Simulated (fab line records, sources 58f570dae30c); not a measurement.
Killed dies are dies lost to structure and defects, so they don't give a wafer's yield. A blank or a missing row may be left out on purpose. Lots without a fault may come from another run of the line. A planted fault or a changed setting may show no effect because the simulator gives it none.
fab line records | flow berkeley_cmos170
record lots=6 wafers=18 last_day=13
route steps=331 shown SCREENOX@100 NVT@104 PVT@115 GATE@125
lots that met no fault: from a run of the same line without faults
start_h: hours from the record's first day to the start of the lot's first wafer shown | wait_h: hours since the lot's step before | " the same as in the row above | L1.1+2: a row that stands for several wafers | - no value, or no start given | * or withheld: withheld | < > ~ a bound
route shown NAME@n: a module of which the file shows steps, and the number in the route of the first | usual: mean/standard deviation of fault-free wafers | same: alike in all rows | chamber/n: place in a boat | sites: the reading at each site | _std_site: their standard deviation | _edge_site: outer sites' mean less inner sites' | radius_mm: how far each site lies from the wafer's centre | mask NAME#n: copy n | behind: the tool/chamber that last shaped the wafer | hold: why the lot was held/for how many hours/how that ended | device: the transistor (n, p or np) that didn't switch | end of line: the same wafers' tests at the end of the route | a step without rows: its recipe alone | killed: dies lost to structure and defects at the first sort, not the wafer's yield | map: a wafer's dies, x killed, . not, _ none there
set.NAME: the setting as run; set.NAME@STEP: as run at that earlier step | model.NAME: the simulator's own value behind a step, which no gauge read
lots at some steps of the route; a table a step, a row a wafer
services: from which hour (start_h, from the record's first day; less than 0 if before it) a tool's chamber was out of use, for how many hours, and why
## steps
# step UCB170_SCREENOX_WET_ETCH_00
# recipe chemistry=dHF dilution=25:1 target=SiO2 temp_c=25 time_s=200
# step UCB170_SCREENOX_OXIDATION_01
# recipe temp_c=900 ambient=O2 target_thk_a=144 ox_time_s=2400
# step UCB170_SCREENOX_THK_MEAS_02
# recipe reads=SiO2_of_SCREENOX_OXIDATION_01
# usual SCREENOX_OXIDE_THK=14.4/0.32
# columns lot.wafer tool chamber start_h wait_h SCREENOX_OXIDE_THK[nm]
L669.2 film_metro-01 - 131.73 0.0 14.4
L669.4 " - " " 14.4
L669.5 " - " " 14.7
L671.3 film_metro-03 - 131.74 0.0 14.7
L671.5 " - " " 14.7
L671.6 " - " " 14.8
L680.3 film_metro-02 - 194.84 0.0 14.7
L680.4 " - " " 14.5
L680.5 " - " " 14.3
L681.1 film_metro-03 - 194.88 0.1 14.7
L681.2 " - " " 14.8
L681.4 " - " " 14.4
L683.1 film_metro-01 - 214.29 0.0 14.4
L683.4 " - " " 14.6
L683.5 " - " " 14.3
L689.2 film_metro-01 - 243.49 0.0 13.9
L689.5 " - " " 14.1
L689.6 " - " " 13.9
# step UCB170_SCREENOX_ANNEAL_03
# recipe temp_c=900 time_s=900 ambient=N2
# step UCB170_NVT_HMDS_00
# recipe prime_time_s=60 prime_temp_c=100
# step UCB170_NVT_COAT_01
# recipe resist=KrF spin_rpm=1500 resist_thk_nm=900
# step UCB170_NVT_SOFTBAKE_02
# recipe resist=KrF temp_c=130 time_s=60
# step UCB170_NVT_EXPOSE_03
# recipe mask_id=PWELL target_cd_nm=3000 na=0.5 sigma_outer=0.6 source_shape=conventional dose_mj=30
# step UCB170_NVT_PEB_04
# recipe peb_temp_c=130 peb_time_s=withheld resist=KrF
# step UCB170_NVT_DEVELOP_05
# recipe developer=TMAH develop_time_s=45 resist=KrF dev_temp_c=21
# step UCB170_NVT_OVL_MEAS_06
# usual NVT_OVL=-3/4.3
# columns lot.wafer tool chamber start_h wait_h NVT_OVL[nm]
L671.3 overlay-01 - 139.21 - -5
L671.5 " - " " 0
L671.6 " - " " -2
L669.2 overlay-01 - 139.55 - -7
L669.4 " - " " -4
L669.5 " - " " -6
L681.1 overlay-01 - 202.73 - -7
L681.2 " - " " -7
L681.4 " - " " -4
L680.3 overlay-02 - 202.95 - -4
L680.4 " - " " -3
L680.5 " - " " 0
L683.1 overlay-02 - 221.32 - 7
L683.4 " - " " -8
L683.5 " - " " 0
L689.2 overlay-02 - 253.16 - -4
L689.5 " - " " -3
L689.6 " - " " -5
# step UCB170_NVT_IMPLANT_07
# recipe species=BF2 dose_cm2=3e+12 energy_kev=50 tilt_deg=7
# step UCB170_NVT_STRIP_08
# recipe chemistry=O2 power_w=400 pressure_mtorr=3500 platen_temp_c=withheld o2_flow_sccm=400 overash_fraction=0.5
# usual chamber_pressure_mTorr=3500/3.3 drypump_motor_current_A=5.63/0.26 oes_product_au=0.735/0.0043 strip_time_to_endpoint_s=21.64/0.069
# columns lot.wafer tool chamber start_h wait_h chamber_pressure_mTorr drypump_motor_current_A oes_product_au rf_hours_counter_h strip_time_to_endpoint_s model.KrF_of_NVT_COAT_01.thk_nm
L671.3 plasma_asher-04 1 139.41 0.1 3499 5.57 0.726 - 21.60 0
L671.5 " 1 " " 3498 5.56 0.744 - 21.57 0
L671.6 " 0 " " 3500 5.38 0.731 - 21.64 0
L669.2 plasma_asher-01 0 139.73 0.1 3499 5.50 0.737 41 21.75 0
L669.4 " 1 " " 3501 5.69 0.733 - 21.70 0
L669.5 " 1 " " 3495 5.69 0.732 - 21.76 0
L681.1 plasma_asher-01 0 202.91 0.1 - - - - - 885.9
L681.2 " 1 " " - - - - - 883.6
L681.4 " 0 " " - - - - - 885
L680.3 plasma_asher-02 0 203.16 0.1 - - - - - 883.5
L680.4 " 1 " " - - - - - 885.2
L680.5 " 0 " " - - - - - 881.4
L683.1 plasma_asher-02 1 221.50 0.1 3495 5.48 0.738 53 21.56 0
L683.4 " 1 " " 3495 5.44 0.734 - 21.60 0
L683.5 " 0 " " 3499 6.17 0.739 - 21.62 0
L689.2 plasma_asher-01 1 253.34 0.1 3497 5.65 0.738 53 21.62 0
L689.5 " 1 " " 3501 5.66 0.734 - 21.68 0
L689.6 " 0 " " 3496 5.49 0.738 - 21.61 0
# step UCB170_NVT_TW_MEAS_09
# usual NVT_TW=521/3.6
# columns lot.wafer tool chamber start_h wait_h NVT_TW
L671.3 film_metro-03 - 139.50 0.1 519
L671.5 " - " " 520
L671.6 " - " " 517
L669.2 film_metro-04 - 139.84 0.1 516
L669.4 " - " " 518
L669.5 " - " " 517
L681.1 film_metro-03 - 203.01 0.1 521
L681.2 " - " " 522
L681.4 " - " " 519
L680.3 film_metro-02 - 203.24 0.1 529
L680.4 " - " " 527
L680.5 " - " " 528
L683.1 film_metro-04 - 221.60 0.1 518
L683.4 " - " " 516
L683.5 " - " " 518
L689.2 film_metro-02 - 253.45 0.1 524
L689.5 " - " " 525
L689.6 " - " " 526
# step UCB170_NVT_CLEAN_10
# recipe chemistry=SPM temp_c=120 time_s=600
# step UCB170_PVT_HMDS_00
# recipe prime_time_s=60 prime_temp_c=100
# step UCB170_PVT_COAT_01
# recipe resist=KrF spin_rpm=1500 resist_thk_nm=900
# step UCB170_PVT_SOFTBAKE_02
# recipe resist=KrF temp_c=130 time_s=60
# step UCB170_PVT_EXPOSE_03
# recipe mask_id=NWELL target_cd_nm=3000 na=0.5 sigma_outer=0.6 source_shape=conventional dose_mj=30
# step UCB170_PVT_PEB_04
# recipe peb_temp_c=130 peb_time_s=withheld resist=KrF
# step UCB170_PVT_DEVELOP_05
# recipe developer=TMAH develop_time_s=45 resist=KrF dev_temp_c=21
# step UCB170_PVT_OVL_MEAS_06
# usual PVT_OVL=0/5.8
# columns lot.wafer tool chamber start_h wait_h PVT_OVL[nm]
L671.3 overlay-01 - 140.99 - 7
L671.5 " - " " 2
L671.6 " - " " 3
L669.2 overlay-01 - 141.67 - 4
L669.4 " - " " 6
L669.5 " - " " -11
L680.3 overlay-01 - 206.47 - -11
L680.4 " - " " -14
L680.5 " - " " -9
L681.1 overlay-02 - 206.49 - 0
L681.2 " - " " 0
L681.4 " - " " 5
L683.1 overlay-01 - 223.64 - 2
L683.4 " - " " -4
L683.5 " - " " 10
L689.2 overlay-01 - 254.69 - 1
L689.5 " - " " 6
L689.6 " - " " -2
# step UCB170_PVT_IMPLANT_07
# recipe species=P dose_cm2=2e+12 energy_kev=30 tilt_deg=7
# step UCB170_PVT_STRIP_08
# recipe chemistry=O2 power_w=400 pressure_mtorr=3500 platen_temp_c=withheld o2_flow_sccm=400 overash_fraction=0.5
# usual chamber_pressure_mTorr=3500/3.2 drypump_motor_current_A=5.8/0.44 oes_product_au=0.734/0.0045 strip_time_to_endpoint_s=21.59/0.067
# columns lot.wafer tool chamber start_h wait_h chamber_pressure_mTorr drypump_motor_current_A oes_product_au rf_hours_counter_h strip_time_to_endpoint_s
L671.3 plasma_asher-01 0 141.19 0.1 3503 5.5 0.730 - 21.52
L671.5 " 1 " " 3496 5.7 0.727 - 21.58
L671.6 " 0 " " 3498 5.5 0.735 - 21.57
L669.2 plasma_asher-03 1 141.85 0.1 3499 6.4 0.735 34 21.53
L669.4 " 1 " " 3503 6.5 0.724 - 21.62
L669.5 " 1 " " 3497 6.5 0.733 - 21.57
L680.3 plasma_asher-03 1 206.68 0.1 3498 6.4 0.747 - 47.79
L680.4 " 0 " " 3503 5.3 0.742 - 47.87
L680.5 " 1 " " 3503 6.4 0.733 - 47.68
L681.1 plasma_asher-02 0 206.75 0.1 3502 6.2 0.741 51 47.77
L681.2 " 1 " " 3496 5.5 0.739 51 47.77
L681.4 " 1 " " 3498 5.5 0.744 - 47.70
L683.1 plasma_asher-03 1 223.83 0.1 3507 6.4 0.733 43 21.53
L683.4 " 0 " " 3497 5.3 0.739 - 21.56
L683.5 " 0 " " 3495 5.3 0.731 - 21.58
L689.2 plasma_asher-02 1 254.87 0.1 3501 5.5 0.733 57 21.52
L689.5 " 0 " " 3506 6.2 0.735 - 21.57
L689.6 " 1 " " 3496 5.4 0.732 - 21.52
# step UCB170_PVT_TW_MEAS_09
# usual PVT_TW=502.4/2.5
# columns lot.wafer tool chamber start_h wait_h PVT_TW
L671.3 film_metro-04 - 141.28 0.1 501.4
L671.5 " - " " 500.5
L671.6 " - " " 498.5
L669.2 film_metro-01 - 141.96 0.1 505.9
L669.4 " - " " 505.6
L669.5 " - " " 503.6
L680.3 film_metro-01 - 206.77 0.1 29.8
L680.4 " - " " 29.7
L680.5 " - " " 29.9
L681.1 film_metro-03 - 206.85 0.1 29.6
L681.2 " - " " 29.7
L681.4 " - " " 29.8
L683.1 film_metro-03 - 223.93 0.1 503.7
L683.4 " - " " 502.4
L683.5 " - " " 504.0
L689.2 film_metro-04 - 254.98 0.1 504.7
L689.5 " - " " 500.7
L689.6 " - " " 502.7
# step UCB170_GATE_WET_ETCH_00
# recipe chemistry=dHF dilution=25:1 target=SiO2 temp_c=25 time_s=200
## services
# columns tool chamber start_h hours kind
plasma_asher-04 0 117.75 - clean
plasma_asher-04 1 117.75 - clean
plasma_asher-01 - 132.83 4.1 repair
plasma_asher-01 - 136.60 0.7 repair
## key
first_sign step=UCB170_NVT_STRIP_08 reading=tool_record direction=missing
effect step=UCB170_PVT_STRIP_08 reading=strip_time_to_endpoint_s direction=up sigmas=99+ usual=* struck=*
effect step=UCB170_PVT_TW_MEAS_09 reading=PVT_TW direction=down sigmas=99+ usual=502.4 struck=29.7
model_effect step=UCB170_NVT_STRIP_08 value=KrF_of_NVT_COAT_01.thk_nm without=0 struck=884.1
met_at UCB170_NVT_STRIP_08
struck_wafers L680.3,L680.4,L680.5,L681.1,L681.2,L681.4
sort_left_out L680.3,L680.4,L680.5,L681.1,L681.2,L681.4
tester_left_out L680,L681
onset_between 139.73 202.91
fault kind=skipped_step_whole tool=plasma_asher-01,plasma_asher-02 chamber=- onset_h=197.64 steps=UCB170_NVT_STRIP_08 scope=struck_lots_only
# tester_left_out: of these lots the tester's yield and bins aren't shown, on N5 and GAA mostly nor the transistor test; their killed dies are dies lost to structure and defects alone, not to doping, threshold or leakage, so they don't give the yield
# sort_left_out: the simulated sort isn't trusted on such a fault, so these wafers' sort isn't shown, and their yield isn't known
